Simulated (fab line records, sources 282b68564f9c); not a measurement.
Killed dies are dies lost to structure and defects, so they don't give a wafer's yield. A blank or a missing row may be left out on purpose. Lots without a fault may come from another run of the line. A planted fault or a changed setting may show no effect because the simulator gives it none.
fab line records | flow rit_cmos
record lots=14 wafers=42 last_day=7
route steps=202 shown GATE@81
lots that met no fault: from a run of the same line without faults
start_h: hours from the record's first day to the start of the lot's first wafer shown | wait_h: hours since the lot's step before | " the same as in the row above | L1.1+2: a row that stands for several wafers | - no value, or no start given | * or withheld: withheld | < > ~ a bound
route shown NAME@n: a module of which the file shows steps, and the number in the route of the first | usual: mean/standard deviation of fault-free wafers | same: alike in all rows | chamber/n: place in a boat | sites: the reading at each site | _std_site: their standard deviation | _edge_site: outer sites' mean less inner sites' | radius_mm: how far each site lies from the wafer's centre | mask NAME#n: copy n | behind: the tool/chamber that last shaped the wafer | hold: why the lot was held/for how many hours/how that ended | device: the transistor (n, p or np) that didn't switch | end of line: the same wafers' tests at the end of the route | a step without rows: its recipe alone | killed: dies lost to structure and defects at the first sort, not the wafer's yield | map: a wafer's dies, x killed, . not, _ none there
set.NAME: the setting as run; set.NAME@STEP: as run at that earlier step | model.NAME: the simulator's own value behind a step, which no gauge read
steps of the route over a sample of lots; a table a step, a row a wafer
services: from which hour (start_h, from the record's first day; less than 0 if before it) a tool's chamber was out of use, for how many hours, and why
## steps
# step RIT_GATE_OXIDATION_05
# recipe temp_c=900 ambient=O2 target_thk_a=30 ox_time_s=270
# columns lot.wafer tool chamber start_h wait_h
L345.1+5+6 furnace-04 0 34.21 0.3
L347.4+5+6 furnace-01 0 46.18 0.0
L349.2+4+6 furnace-01 0 53.37 0.6
L351.2+4+5 furnace-01 0 65.00 0.7
L353.1+5+6 furnace-03 0 78.74 2.4
L354.1+2+3 furnace-04 0 81.39 0.1
L355.1+5+6 furnace-03 0 82.92 0.1
L357.1+2+4 furnace-04 0 93.73 0.1
L358.1+4+5 furnace-01 0 100.17 0.6
L359.2+3+5 furnace-01 0 103.97 0.0
L360.2+5+6 furnace-04 0 109.85 0.9
L361.2+4+5 furnace-04 0 113.79 0.0
L364.1+2+4 furnace-01 0 132.30 1.5
L368.2+3+6 furnace-03 0 149.82 0.0
# step RIT_GATE_THK_MEAS_07
# recipe reads=SiO2_of_GATE_OXIDATION_05
# usual GATE_OXIDE_THK=3.01/0.076
# columns lot.wafer tool chamber start_h wait_h GATE_OXIDE_THK[nm]
L345.1 film_metro-03 - 36.26 0.0 2.87
L345.5 " - " " 2.92
L345.6 " - " " 3.00
L347.4 film_metro-04 - 47.53 0.0 3.05
L347.5 " - " " 3.02
L347.6 " - " " 2.96
L349.2 film_metro-04 - 56.02 0.0 2.96
L349.4 " - " " 2.93
L349.6 " - " " 3.03
L351.2 film_metro-04 - 67.41 0.0 2.97
L351.4 " - " " 2.98
L351.5 " - " " 2.97
L353.1 film_metro-02 - 80.07 0.0 3.10
L353.5 " - " " 3.06
L353.6 " - " " 3.09
L354.1 film_metro-02 - 82.72 0.0 3.08
L354.2 " - " " 3.04
L354.3 " - " " 3.02
L355.1 film_metro-04 - 84.25 0.0 3.12
L355.5 " - " " 3.05
L355.6 " - " " 3.12
L357.1 film_metro-02 - 95.49 0.0 3.02
L357.2 " - " " 2.93
L357.4 " - " " 3.05
L358.1 film_metro-03 - 103.43 0.0 3.02
L358.4 " - " " 3.00
L358.5 " - " " 3.07
L359.2 film_metro-02 - 105.30 0.0 3.04
L359.3 " - " " 3.14
L359.5 " - " " 3.01
L360.2 film_metro-02 - 113.73 0.0 4.10
L360.5 " - " " 4.12
L360.6 " - " " 4.08
L361.2 film_metro-03 - 115.49 0.0 4.07
L361.4 " - " " 4.03
L361.5 " - " " 4.12
L364.1 film_metro-04 - 134.04 0.0 3.04
L364.2 " - " " 3.10
L364.4 " - " " 3.02
L368.2 film_metro-03 - 152.47 0.0 2.98
L368.3 " - " " 3.03
L368.6 " - " " 2.98
## services
# columns tool chamber start_h hours kind
furnace-04 - 24.18 2.3 pm
furnace-03 - 49.35 3.3 pm
furnace-03 - 105.20 3.5 pm
furnace-03 - 120.08 1.6 pm
furnace-01 - 147.97 3.5 pm
## key
first_sign step=RIT_GATE_THK_MEAS_07 reading=GATE_OXIDE_THK direction=up sigmas=14 usual=3.01 struck=4.09
effect none on later readings
met_at RIT_GATE_OXIDATION_05
struck_lots L360,L361
tester_left_out L360,L361
onset_between 93.73 109.85
fault kind=process_parameter_drift tool=furnace-04 chamber=- onset_h=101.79 steps=RIT_GATE_OXIDATION_05 channel=ox_time_s offset=* shape=step end_h=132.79 acts_in=* stated=*
# tester_left_out: of these lots the tester's yield and bins aren't shown, on N5 and GAA mostly nor the transistor test; their killed dies are dies lost to structure and defects alone, not to doping, threshold or leakage, so they don't give the yield
